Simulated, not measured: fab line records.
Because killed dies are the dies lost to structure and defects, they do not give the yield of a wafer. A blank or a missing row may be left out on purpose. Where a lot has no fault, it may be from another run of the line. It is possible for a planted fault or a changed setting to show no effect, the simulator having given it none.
Chamber matching -- flow berkeley-cmos170 -- UCB170_V1_CMP_02 on cmp-01: 4 sister chambers
The step polishes SiO2. 14 wafers are shown with their chamber, then 7 later ones without.

WAFERS WITH THEIR CHAMBER
wafer,chamber,motor-current-A (A),slurry-flow-ml-min,platen-rpm (rpm)
L672.4,1,15.9,150.8,59.96
L672.5,1,16.0,151.0,59.94
L672.6,0,14.8,149.9,60.10
L674.3,0,16.1,150.6,60.05
L674.5,0,15.6,150.1,59.94
L674.6,3,16.8,150.2,60.06
L676.3,0,16.0,149.6,60.07
L676.5,3,17.0,151.0,60.06
L676.6,0,16.3,150.3,59.94
L675.1,2,18.6,149.5,59.97
L675.4,3,15.7,150.5,60.00
L675.5,3,16.2,150.3,59.99
L677.4,1,15.4,150.0,59.95
L677.5,1,16.1,149.6,59.96

SIGNATURES, as means of the wafers listed above
reading,chamber 0,chamber 1,chamber 2,chamber 3,scatter within a chamber
motor-current-A,15.760,15.850,18.600,16.425,0.524
slurry-flow-ml-min,150.100,150.350,149.500,150.500,0.476
platen-rpm,60.0200,59.9525,59.9700,60.0275,0.0521
Rule: for each reading, subtract the chamber's mean from the wafer's reading, divide by that reading's scatter and square the result; add these up over the readings and take the root, which gives the wafer's distance from the chamber. The wafer belongs to the nearest chamber; if the next one is less than 2 further off, it can't be placed. The scatter is the square root of a quotient: the sum, over the shown wafers, of each reading's squared deviation from its chamber's mean, divided by wafers minus chambers.

WAFERS WHOSE CHAMBER IS MISSING
wafer,motor-current-A (A),slurry-flow-ml-min,platen-rpm (rpm)
L677.6,17.8,150.3,59.93
L681.1,17.1,150.3,59.99
L681.3,15.1,150.6,60.06
L681.6,16.3,150.0,59.86
L689.2,17.9,149.8,60.07
L689.4,17.5,150.5,59.99
L689.6,15.9,149.8,59.87

EACH ONE'S CHAMBER
wafer,from the rows above,in truth
L677.6,can't be placed: 2 or 3 or 1 or 0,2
L681.1,can't be placed: 3 or 1 or 0 or 2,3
L681.3,can't be placed: 0 or 1 or 3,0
L681.6,can't be placed: 1 or 0 or 3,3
L689.2,can't be placed: 2 or 3 or 0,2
L689.4,can't be placed: 3 or 2 or 1 or 0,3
L689.6,can't be placed: 1 or 0 or 3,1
0 of 7 placed correctly. From these rows, 7 cannot be placed; in 7 the true chamber is one of the candidates. Wrongly placed: 0.
